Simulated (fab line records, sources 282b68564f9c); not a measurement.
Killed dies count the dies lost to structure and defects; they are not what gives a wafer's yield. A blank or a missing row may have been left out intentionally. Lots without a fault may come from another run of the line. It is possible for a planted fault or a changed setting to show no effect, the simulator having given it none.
Shared-tool check || flow ritCmos || Lots sampled 14, wafers sampled 54

== WHY THIS WAS OPENED ==
4 of 14 lots carry a flag on the reading PWELL_OVL at RIT_PWELL_OVL_MEAS_06. Wafers without a fault read -0.7 nm, standard deviation 1.2.
Rule: a lot is flagged when every wafer of it that has a number lies more than 4 standard deviations from that mean, or none has a number. As for the other lots, they are considered sound.

{"lot": "L153", "measured": "day 2 00:32", "on": "overlay-02", "PWELL_OVL (nm), wafer by wafer": "0.0 -0.9 0.6", "flag": ""}
{"lot": "L154", "measured": "day 2 04:25", "on": "overlay-02", "PWELL_OVL (nm), wafer by wafer": "0.2 -1.3 -0.5", "flag": ""}
{"lot": "L155", "measured": "day 2 10:25", "on": "overlay-02", "PWELL_OVL (nm), wafer by wafer": "-0.3 -2.7 -4.1", "flag": ""}
{"lot": "L158", "measured": "day 3 02:32", "on": "overlay-02", "PWELL_OVL (nm), wafer by wafer": "0.3 -0.2 -0.5", "flag": ""}
{"lot": "L160", "measured": "day 3 10:57", "on": "overlay-01", "PWELL_OVL (nm), wafer by wafer": "238.4 238.9 238.0 238.2 239.0 238.6", "flag": "FLAGGED"}
{"lot": "L161", "measured": "day 3 19:32", "on": "overlay-01", "PWELL_OVL (nm), wafer by wafer": "238.2 238.8 238.3 238.6 239.2 238.5", "flag": "FLAGGED"}
{"lot": "L162", "measured": "day 3 22:15", "on": "overlay-02", "PWELL_OVL (nm), wafer by wafer": "239.8 240.9 240.3 239.9 241.2 241.1", "flag": "FLAGGED"}
{"lot": "L164", "measured": "day 4 11:56", "on": "overlay-01", "PWELL_OVL (nm), wafer by wafer": "239.6 241.7 240.6 239.8 241.8 240.7", "flag": "FLAGGED"}
{"lot": "L168", "measured": "day 5 08:55", "on": "overlay-01", "PWELL_OVL (nm), wafer by wafer": "-1.0 -3.9 -2.2", "flag": ""}
{"lot": "L169", "measured": "day 5 14:08", "on": "overlay-01", "PWELL_OVL (nm), wafer by wafer": "0.1 0.8 -0.7", "flag": ""}
{"lot": "L170", "measured": "day 5 20:09", "on": "overlay-02", "PWELL_OVL (nm), wafer by wafer": "-1.6 -1.6 0.1", "flag": ""}
{"lot": "L171", "measured": "day 6 07:11", "on": "overlay-01", "PWELL_OVL (nm), wafer by wafer": "-0.8 -0.4 -0.2", "flag": ""}
{"lot": "L173", "measured": "day 6 09:05", "on": "overlay-01", "PWELL_OVL (nm), wafer by wafer": "-1.4 -1.8 -3.0", "flag": ""}
{"lot": "L175", "measured": "day 6 20:54", "on": "overlay-01", "PWELL_OVL (nm), wafer by wafer": "-3.2 -2.5 -3.4", "flag": ""}
On average the flagged lots read 239.6 nm, which is +240.3 nm against the usual, or +99 or more standard deviations.

== WHICH TOOL EACH LOT WENT THROUGH ==
The record holds 1 process step before the reading, out of a route of 202 steps. Read each cell as the tool, then ch plus the chambers that the sampled wafers visited, then the start.
{"lot": "L153", "flag": "", "RIT_PWELL_EXPOSE_03": "ilineStepper-02 ch 0, day 2 00:07"}
{"lot": "L154", "flag": "", "RIT_PWELL_EXPOSE_03": "ilineStepper-02 ch 0, day 2 03:59"}
{"lot": "L155", "flag": "", "RIT_PWELL_EXPOSE_03": "ilineStepper-01 ch 0, day 2 10:00"}
{"lot": "L158", "flag": "", "RIT_PWELL_EXPOSE_03": "ilineStepper-01 ch 0, day 3 02:06"}
{"lot": "L160", "flag": "FLAGGED", "RIT_PWELL_EXPOSE_03": "ilineStepper-02 ch 0, day 3 10:31"}
{"lot": "L161", "flag": "FLAGGED", "RIT_PWELL_EXPOSE_03": "ilineStepper-02 ch 0, day 3 19:06"}
{"lot": "L162", "flag": "FLAGGED", "RIT_PWELL_EXPOSE_03": "ilineStepper-02 ch 0, day 3 21:49"}
{"lot": "L164", "flag": "FLAGGED", "RIT_PWELL_EXPOSE_03": "ilineStepper-02 ch 0, day 4 11:30"}
{"lot": "L168", "flag": "", "RIT_PWELL_EXPOSE_03": "ilineStepper-01 ch 0, day 5 08:29"}
{"lot": "L169", "flag": "", "RIT_PWELL_EXPOSE_03": "ilineStepper-01 ch 0, day 5 13:43"}
{"lot": "L170", "flag": "", "RIT_PWELL_EXPOSE_03": "ilineStepper-01 ch 0, day 5 19:43"}
{"lot": "L171", "flag": "", "RIT_PWELL_EXPOSE_03": "ilineStepper-01 ch 0, day 6 06:47"}
{"lot": "L173", "flag": "", "RIT_PWELL_EXPOSE_03": "ilineStepper-01 ch 0, day 6 08:32"}
{"lot": "L175", "flag": "", "RIT_PWELL_EXPOSE_03": "ilineStepper-01 ch 0, day 6 20:08"}
What these steps do:
- RIT_PWELL_EXPOSE_03: exposes mask M3, target cd 43700 nm.
- RIT_PWELL_OVL_MEAS_06

== FLAGGED OVER TOTAL, TOOL BY TOOL (the gauges that took the reading come last) ==
{"step": "RIT_PWELL_EXPOSE_03", "tool": "ilineStepper-01", "lots run": 8, "flagged": 0, "share of the flagged lots": "none", "sound lots run after its first flagged lot": "-"}
{"step": "RIT_PWELL_EXPOSE_03", "tool": "ilineStepper-02", "lots run": 6, "flagged": 4, "share of the flagged lots": "all", "sound lots run after its first flagged lot": 0}
{"step": "RIT_PWELL_OVL_MEAS_06", "tool": "overlay-01", "lots run": 8, "flagged": 3, "share of the flagged lots": "some", "sound lots run after its first flagged lot": "5 (L168,L169,L171,L173,L175)"}
{"step": "RIT_PWELL_OVL_MEAS_06", "tool": "overlay-02", "lots run": 6, "flagged": 1, "share of the flagged lots": "some", "sound lots run after its first flagged lot": "1 (L170)"}

== WHAT THE TABLE PERMITS ==
1 row of the table ran every flagged lot: ilineStepper-02 at RIT_PWELL_EXPOSE_03.
- ilineStepper-02 at RIT_PWELL_EXPOSE_03: 4 of its 6 lots flagged. Its last sound lot is L154 (day 2 03:59), its first flagged lot L160 (day 3 10:31): a fault that began between those two fits.
ilineStepper-02 at RIT_PWELL_EXPOSE_03 is the single tool remaining.

== WHAT WAS PUT IN BY THE SIMULATOR ==
Scanner matching overlay: ilineStepper-02, from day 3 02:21 on, at RIT_PWELL_EXPOSE_03. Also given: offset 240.
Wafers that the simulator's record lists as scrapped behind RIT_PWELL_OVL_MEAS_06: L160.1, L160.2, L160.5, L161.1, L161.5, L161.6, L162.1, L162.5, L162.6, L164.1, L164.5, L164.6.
Shown lots that were struck: L160, L161, L162, L164. This agrees with what the rule above found.
